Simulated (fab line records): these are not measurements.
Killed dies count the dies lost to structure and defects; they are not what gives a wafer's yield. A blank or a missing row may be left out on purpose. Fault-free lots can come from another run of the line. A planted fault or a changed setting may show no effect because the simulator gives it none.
Matching of chambers -- flow berkeley cmos170 -- UCB170_V2_CMP_02 on cmp-01: 4 sister chambers
The step polishes SiO2. 4 wafers are shown with their chamber, then 7 later ones without.

== EACH WAFER AND ITS CHAMBER ==
wafer,chamber,motor current A (A)
L975.4,3,16.8
L978.6,2,15.3
L985.2,0,16.9
L985.4,1,16.5

== WAFERS WITH NO CHAMBER GIVEN ==
wafer,motor current A (A)
L985.6,16.9
L990.2,17.8
L990.4,17.6
L990.6,15.6
L987.1,16.6
L987.3,17.2
L987.5,16.7

== THE CHAMBER EACH PASSED THROUGH ==
wafer,from the rows above,in truth
L985.6,can't be placed: 0 or 3 or 1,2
L990.2,can't be placed: 0 or 3 or 1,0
L990.4,can't be placed: 0 or 3 or 1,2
L990.6,can't be placed: 2 or 1 or 3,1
L987.1,can't be placed: 1 or 3 or 0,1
L987.3,can't be placed: 0 or 3 or 1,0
L987.5,can't be placed: 3 or 0 or 1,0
0 of 7 placed correctly. Not placeable from these rows: 7 (in 5, the candidates include the true chamber). Placed wrongly: 0.
How it was worked out, from the rows above alone: a wafer's distance from a chamber is the root of the sum, over the readings, of the square of ((its reading less the chamber's mean) divided by the reading's scatter). If the next closest chamber is less than 2 further off than the closest, the wafer can't be placed; otherwise it belongs to the closest. The mean given for a chamber averages the wafers shown for that chamber. The scatter (one wafer shown for each chamber): square how far every hidden wafer sits from the nearest shown wafer, average those squares and take the square root.
